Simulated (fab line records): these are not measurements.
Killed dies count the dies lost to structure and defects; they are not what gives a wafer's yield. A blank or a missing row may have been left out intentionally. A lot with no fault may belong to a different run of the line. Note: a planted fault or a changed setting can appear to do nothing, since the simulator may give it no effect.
fab line records    flow rit_cmos
record lots=6  wafers=18  last_day=7
route steps=202 shown PRETRO@72 GATE@75 FOX2@80
lots untouched by any fault: they come from a run of this same line in which no faults occurred
start_h: hours from the record's opening day to when the first of the lot's shown wafers began    wait_h: hours since the lot's step before    " as in the row above    L1.1+2: a row that stands for several wafers    - no value, or no start was given    * or withheld: withheld    < > ~ a bound
route shown NAME@n: a module of which the file shows steps, and the number in the route of the first    usual: mean and standard deviation over wafers with no fault    same: alike in all rows    chamber/n: place in a boat    sites: each site's reading    _std_site: standard deviation of those values    _edge_site: outer sites' mean less inner sites'    radius_mm: for every site, how far away it sits from the centre of the wafer    mask NAME#n: copy n    behind: the tool/chamber that last shaped the wafer    hold: reason for holding the lot/hours on hold/outcome of the hold    device: the n, p or np transistor that did not switch    end of line: at the end of the route, the tests of the same wafers    a step with no rows: only its recipe    killed: not the wafer's yield, but the dies lost to structure and defects at the first sort    map: a wafer's dies, x killed, . not, _ none there
set.NAME: setting as actually run; set.NAME@STEP: the setting as run at that earlier step    model.NAME: the simulator's own value behind a step, which no gauge read
a table for each step, a row for each wafer; lots at some steps of the route
services: from which hour (start_h, from the record's first day; less than 0 if before it) a tool's chamber was out of use, for how many hours, and why
## steps
# step RIT_PRETRO_IMPLANT_08
# recipe species=B  energy_kev=45  dose_cm2=1.2e+13  tilt_deg=7
# step RIT_PRETRO_STRIP_09
# recipe chemistry=O2  time_s=180  resist=NOVOLAK  platen_temp_c=withheld  power_w=500  pressure_mtorr=4000  o2_flow_sccm=4000
# usual drypump_motor_current_A=5.8/0.35
lot.wafer  tool             chamber  start_h  wait_h  drypump_motor_current_A  rf_hours_counter_h
L566.1     plasma_asher-02  0        32.73    0.1     5.7                      38
L566.2     "                1        "        "       5.8                      38
L566.3     "                1        "        "       5.8                      -
L571.1     plasma_asher-02  1        56.36    0.1     5.8                      41
L571.2     "                0        "        "       5.8                      41
L571.6     "                1        "        "       5.8                      -
L572.1     plasma_asher-02  1        61.72    0.1     5.8                      41
L572.4     "                1        "        "       5.8                      -
L572.6     "                1        "        "       5.8                      -
L582.1     plasma_asher-03  1        111.42   0.1     5.2                      30
L582.2     "                0        "        "       6.3                      30
L582.3     "                1        "        "       5.2                      -
L583.2     plasma_asher-03  1        116.75   0.1     5.2                      31
L583.5     "                0        "        "       6.3                      -
L583.6     "                1        "        "       5.2                      -
L588.3     plasma_asher-03  1        141.27   0.1     5.2                      -
L588.5     "                0        "        "       6.4                      -
L588.6     "                1        "        "       5.1                      -
# step RIT_PRETRO_TW_MEAS_10
# usual PRETRO_TW=476/6.6
lot.wafer  tool           chamber  start_h  wait_h  PRETRO_TW
L566.1     film_metro-01  -        32.91    0.1     482
L566.2     "              -        "        "       484
L566.3     "              -        "        "       483
L571.1     film_metro-01  -        56.54    0.1     482
L571.2     "              -        "        "       484
L571.6     "              -        "        "       482
L572.1     film_metro-01  -        61.90    0.1     481
L572.4     "              -        "        "       482
L572.6     "              -        "        "       481
L582.1     film_metro-01  -        111.60   0.1     482
L582.2     "              -        "        "       480
L582.3     "              -        "        "       482
L583.2     film_metro-03  -        116.94   0.1     472
L583.5     "              -        "        "       470
L583.6     "              -        "        "       472
L588.3     film_metro-03  -        141.41   0.1     465
L588.5     "              -        "        "       469
L588.6     "              -        "        "       466
# step RIT_GATE_WET_ETCH_00
# recipe chemistry=BOE  target=SiO2  target_depth_nm=56  time_s=60  dry=n2_spin  dilution=10:1  temp_c=21.5
# step RIT_GATE_CLEAN_01
# recipe chemistry=SC1  mix=3:3:50  time_s=600  temp_c=75
# step RIT_GATE_CLEAN_02
# recipe chemistry=dHF  dilution=50:1  time_s=30
# step RIT_GATE_CLEAN_03
# recipe chemistry=SC2  mix=3:3:50  time_s=600  temp_c=75  dry=n2_spin
# step RIT_GATE_CLEAN_04
# recipe chemistry=dHF  dilution=50:1  time_s=60  dry=n2_spin
# step RIT_FOX2_THK_MEAS_91
# recipe reads=SiO2_of_FOX2_OXIDATION_00
# usual FIELD_OXIDE_LEFT_2_THK=257/7
lot.wafer  tool           chamber  start_h  wait_h  FIELD_OXIDE_LEFT_2_THK[nm]
L566.1     film_metro-03  -        33.41    0.0     264
L566.2     "              -        "        "       262
L566.3     "              -        "        "       260
L571.1     film_metro-01  -        57.01    0.0     244
L571.2     "              -        "        "       243
L571.6     "              -        "        "       241
L572.1     film_metro-01  -        62.38    0.0     252
L572.4     "              -        "        "       248
L572.6     "              -        "        "       253
L582.1     film_metro-04  -        112.09   0.0     260
L582.2     "              -        "        "       268
L582.3     "              -        "        "       261
L583.2     film_metro-03  -        117.42   0.0     262
L583.5     "              -        "        "       266
L583.6     "              -        "        "       264
L588.3     film_metro-01  -        141.91   0.0     257
L588.5     "              -        "        "       261
L588.6     "              -        "        "       256
# step RIT_GATE_OXIDATION_05
# recipe temp_c=900  ambient=O2  target_thk_a=30  ox_time_s=270
# step RIT_GATE_ANNEAL_06
# recipe temp_c=900  time_s=600  ambient=N2O
# step RIT_GATE_THK_MEAS_07
# recipe reads=SiO2_of_GATE_OXIDATION_05
# usual GATE_OXIDE_THK=3.02/0.065
lot.wafer  tool           chamber  start_h  wait_h  GATE_OXIDE_THK[nm]
L566.1     film_metro-04  -        34.80    0.0     3.07
L566.2     "              -        "        "       3.03
L566.3     "              -        "        "       3.08
L571.1     film_metro-03  -        58.40    0.0     2.96
L571.2     "              -        "        "       2.99
L571.6     "              -        "        "       2.96
L572.1     film_metro-04  -        63.76    0.0     2.94
L572.4     "              -        "        "       2.91
L572.6     "              -        "        "       2.97
L582.1     film_metro-01  -        114.11   0.0     3.08
L582.2     "              -        "        "       3.01
L582.3     "              -        "        "       3.11
L583.2     film_metro-01  -        118.80   0.0     3.05
L583.5     "              -        "        "       3.09
L583.6     "              -        "        "       3.14
L588.3     film_metro-04  -        143.36   0.0     2.95
L588.5     "              -        "        "       3.06
L588.6     "              -        "        "       3.08
# step RIT_GATE_CVD_08
# recipe material=poly-Si  target_thk_nm=250  temp_c=610  precursor=SiH4  time_s=2220  pressure_mtorr=300  sih4_flow_sccm=100
# usual susceptor_temp_C=610.04/0.28
lot.wafer  tool      chamber  start_h  wait_h  susceptor_temp_C  model.poly-Si_of_GATE_CVD_08.thk_nm
L566.1     lpcvd-01  1        34.86    0.1     610.47            248.8
L566.2     "         1        "        "       610.19            245.2
L566.3     "         1        "        "       610.35            249.5
L571.1     lpcvd-01  1        59.48    1.1     610.20            372.5
L571.2     "         1        "        "       609.94            375.2
L571.6     "         1        "        "       609.88            372.8
L572.1     lpcvd-01  1        63.82    0.1     610.16            372.9
L572.4     "         1        "        "       609.94            372.5
L572.6     "         1        "        "       610.56            373.7
L582.1     lpcvd-02  1        114.17   0.1     609.83            250.2
L582.2     "         1        "        "       610.34            250.8
L582.3     "         1        "        "       610.11            250.8
L583.2     lpcvd-02  1        118.85   0.0     610.03            246.9
L583.5     "         1        "        "       610.54            248.3
L583.6     "         1        "        "       610.25            244.7
L588.3     lpcvd-01  1        143.69   0.3     610.16            248.5
L588.5     "         1        "        "       609.69            248.8
L588.6     "         1        "        "       610.16            248.5
# step RIT_GATE_THK_MEAS_09
# recipe reads=poly-Si_of_GATE_CVD_08
# usual GATE_POLY_THK=249.5/2.4
lot.wafer  tool           chamber  start_h  wait_h  GATE_POLY_THK[nm]
L566.1     film_metro-03  -        36.47    0.0     249.0
L566.2     "              -        "        "       245.3
L566.3     "              -        "        "       249.6
L571.1     film_metro-04  -        61.10    0.0     372.4
L571.2     "              -        "        "       375.3
L571.6     "              -        "        "       372.8
L572.1     film_metro-04  -        65.44    0.0     372.8
L572.4     "              -        "        "       372.8
L572.6     "              -        "        "       373.5
L582.1     film_metro-04  -        115.78   0.0     249.9
L582.2     "              -        "        "       250.8
L582.3     "              -        "        "       250.8
L583.2     film_metro-03  -        120.48   0.0     246.9
L583.5     "              -        "        "       248.1
L583.6     "              -        "        "       244.7
L588.3     film_metro-01  -        145.32   0.0     248.5
L588.5     "              -        "        "       249.0
L588.6     "              -        "        "       248.5
# step RIT_GATE_HMDS_10
# recipe prime_time_s=60  prime_temp_c=140
# step RIT_GATE_COAT_11
# recipe resist=NOVOLAK  spin_rpm=4250  resist_thk_nm=855.5
# step RIT_GATE_SOFTBAKE_12
# recipe resist=NOVOLAK  temp_c=90  time_s=60
# step RIT_GATE_EXPOSE_13
# recipe mask_id=M6  na=0.6  source_shape=conventional  sigma_outer=0.6  target_cd_nm=150  dose_mj=380
# step RIT_GATE_PEB_14
# recipe resist=NOVOLAK  temp_c=withheld  time_s=withheld
# step RIT_GATE_DEVELOP_15
# recipe resist=NOVOLAK  develop_time_s=50  dev_temp_c=23
# step RIT_GATE_CD_MEAS_16
# recipe target_cd_nm=150
# usual cd_nm=149.6/1.8
lot.wafer  tool       chamber  start_h  wait_h  cd_nm
L566.1     cd_sem-02  -        37.54    -       150.5
L566.2     "          -        "        "       147.7
L566.3     "          -        "        "       148.3
L571.1     cd_sem-01  -        62.01    -       147.7
L571.2     "          -        "        "       149.9
L571.6     "          -        "        "       148.9
L572.1     cd_sem-02  -        66.36    -       150.5
L572.4     "          -        "        "       151.2
L572.6     "          -        "        "       149.8
L582.1     cd_sem-02  -        116.74   -       148.5
L582.2     "          -        "        "       149.8
L582.3     "          -        "        "       149.1
L583.2     cd_sem-02  -        121.52   -       150.1
L583.5     "          -        "        "       149.3
L583.6     "          -        "        "       149.5
L588.3     cd_sem-02  -        146.25   -       150.5
L588.5     "          -        "        "       151.7
L588.6     "          -        "        "       149.6
# step RIT_GATE_OVL_MEAS_17
# usual GATE_OVL=1.4/1.2
lot.wafer  tool        chamber  start_h  wait_h  GATE_OVL[nm]
L566.1     overlay-01  -        37.66    0.1     0.9
L566.2     "           -        "        "       0.0
L566.3     "           -        "        "       -0.5
L571.1     overlay-02  -        62.13    0.1     1.5
L571.2     "           -        "        "       -0.7
L571.6     "           -        "        "       3.1
L572.1     overlay-01  -        66.48    0.1     2.2
L572.4     "           -        "        "       2.1
L572.6     "           -        "        "       2.8
L582.1     overlay-01  -        116.86   0.1     3.4
L582.2     "           -        "        "       -0.1
L582.3     "           -        "        "       2.0
L583.2     overlay-02  -        121.63   0.1     -0.3
L583.5     "           -        "        "       0.3
L583.6     "           -        "        "       1.3
L588.3     overlay-02  -        146.35   0.1     0.2
L588.5     "           -        "        "       -0.4
L588.6     "           -        "        "       0.2
# step RIT_GATE_HARDBAKE_18
# recipe resist=NOVOLAK  temp_c=140  time_s=60
# step RIT_GATE_ETCH_19
# recipe chemistry=SF6/CHF3/O2  time_s=165  SF6_flow_sccm=30  CHF3_flow_sccm=30  O2_flow_sccm=5  target=poly-Si  pressure_mtorr=40  rf_w=160  target_depth_a=3125  over_etch_frac=0.25  stop_on=SiO2
# usual SF6_flow_sccm=30.00/0.09  drypump_motor_current_A=5.8/0.42  oes_product_au=0.850/0.0086  throttle_valve_pct=10.23/0.12
lot.wafer  tool       chamber  start_h  wait_h  SF6_flow_sccm  drypump_motor_current_A  oes_product_au  rf_hours_counter_h  throttle_valve_pct  model.etch.depth_nm  model.GATE.feature_depth_nm
L566.1     rie_si-02  0        37.85    0.1     29.86          5.3                      0.848           144                 10.43               248.8                248.8
L566.2     "          2        "        "       29.97          5.6                      0.836           142                 10.16               245.2                245.2
L566.3     "          1        "        "       29.86          6.5                      0.853           68                  10.24               249.5                249.5
L571.1     rie_si-01  3        62.32    0.1     30.12          5.4                      0.991           47                  10.16               308.2                308.2
L571.2     "          1        "        "       29.98          6.4                      0.999           19                  10.02               309.3                309.3
L571.6     "          3        "        "       30.08          5.4                      0.983           -                   10.15               305.7                305.7
L572.1     rie_si-02  2        66.67    0.1     29.90          5.6                      1.000           142                 10.14               311.9                311.9
L572.4     "          0        "        "       30.01          5.3                      1.007           145                 10.41               311                  311
L572.6     "          2        "        "       29.88          5.6                      0.992           -                   10.15               312                  312
L582.1     rie_si-02  3        117.05   0.1     29.95          5.8                      0.857           148                 10.31               250.2                250.2
L582.2     "          1        "        "       29.99          6.5                      0.848           69                  10.25               250.8                250.8
L582.3     "          2        "        "       30.11          5.6                      0.843           143                 10.17               250.8                250.8
L583.2     rie_si-01  0        121.81   0.1     29.87          5.8                      0.849           3                   10.23               246.9                246.9
L583.5     "          0        "        "       30.11          5.8                      0.843           -                   10.21               248.3                248.3
L583.6     "          3        "        "       29.95          5.4                      0.844           -                   10.17               244.7                244.7
L588.3     rie_si-02  2        146.52   0.1     29.89          5.6                      0.843           143                 10.15               248.5                248.5
L588.5     "          3        "        "       30.10          5.8                      0.844           -                   10.30               248.8                248.8
L588.6     "          2        "        "       30.10          5.6                      0.837           -                   10.17               248.5                248.5
# step RIT_GATE_STRIP_20
# recipe chemistry=O2  time_s=180  resist=NOVOLAK  platen_temp_c=withheld  power_w=500  pressure_mtorr=4000  o2_flow_sccm=4000
# usual drypump_motor_current_A=5.6/0.48
lot.wafer  tool             chamber  start_h  wait_h  drypump_motor_current_A  rf_hours_counter_h
L566.1     plasma_asher-04  1        37.96    0.1     4.9                      42
L566.2     "                0        "        "       5.5                      42
L566.3     "                1        "        "       5.0                      -
L571.1     plasma_asher-01  0        62.42    0.1     5.6                      42
L571.2     "                1        "        "       6.0                      42
L571.6     "                1        "        "       6.0                      -
L572.1     plasma_asher-04  1        66.78    0.1     4.9                      44
L572.4     "                1        "        "       4.9                      -
L572.6     "                0        "        "       5.5                      -
L582.1     plasma_asher-03  0        117.16   0.1     6.3                      31
L582.2     "                1        "        "       5.2                      31
L582.3     "                1        "        "       5.2                      -
L583.2     plasma_asher-03  0        121.92   0.1     6.3                      32
L583.5     "                1        "        "       5.2                      -
L583.6     "                0        "        "       6.4                      -
L588.3     plasma_asher-03  0        146.69   0.1     6.4                      -
L588.5     "                0        "        "       6.4                      -
L588.6     "                1        "        "       5.2                      -
## services
tool             chamber  start_h  hours  kind
plasma_asher-02  -        19.21    2.5    repair
plasma_asher-03  -        21.76    15.6   pm
plasma_asher-01  -        34.24    5.5    repair
lpcvd-02         -        47.31    14.6   pm
plasma_asher-04  -        52.02    1.9    repair
rie_si-01        3        89.50    4.9    repair
rie_si-01        0        94.70    4.2    repair
plasma_asher-01  -        108.75   9.0    pm
plasma_asher-01  0        108.75   9.0    vent_cycle
plasma_asher-01  1        108.75   9.0    vent_cycle
plasma_asher-02  -        109.32   2.8    pm
plasma_asher-01  0        117.75   -      clean
plasma_asher-01  1        117.75   -      clean
rie_si-02        3        121.22   -      clean
rie_si-02        3        121.22   23.3   scheduled_down
rie_si-02        3        121.22   23.3   vent_cycle
rie_si-01        0        125.31   16.7   repair
rie_si-02        0        144.48   -      clean
rie_si-02        0        144.48   27.3   scheduled_down
rie_si-02        0        144.48   27.3   vent_cycle
## key
first_sign step=RIT_GATE_THK_MEAS_09  reading=GATE_POLY_THK  direction=up  sigmas=51  usual=249.5  struck=373.3
effect step=RIT_GATE_ETCH_19  reading=oes_product_au  direction=up  sigmas=17  usual=0.850  struck=0.996
model_effect step=RIT_GATE_CVD_08  value=poly-Si_of_GATE_CVD_08.thk_nm  without=249  struck=373.3
model_effect step=RIT_GATE_ETCH_19  value=etch.depth_nm  without=249  struck=309.7
met_at RIT_GATE_CVD_08
struck_wafers L571.1,L571.2,L571.6,L572.1,L572.4,L572.6
later_rows_left_out L571.1,L571.2,L571.6,L572.1,L572.4,L572.6
sort_left_out L571.1,L571.2,L571.6,L572.1,L572.4,L572.6
tester_left_out L571,L572
onset_between 34.86 59.48
also_fits RIT_PRETRO_STRIP_09:plasma_asher-02
fault kind=process_parameter_drift  tool=lpcvd-01  chamber=1  onset_h=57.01  steps=RIT_GATE_CVD_08  channel=target_thk_nm  offset=124.28  shape=step  end_h=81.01  acts_in=these_recipes_only  stated=250
# tester_left_out: of these lots the tester's yield and bins aren't shown, on N5 and GAA mostly nor the transistor test; their killed dies are dies lost to structure and defects alone, not to doping, threshold or leakage, so they don't give the yield
# sort_left_out: the simulated sort isn't trusted on such a fault, so these wafers' sort isn't shown, and their yield isn't known
# later_rows_left_out: the simulator's readings of these wafers behind a module that went badly wrong aren't trusted and aren't shown, but for the sort
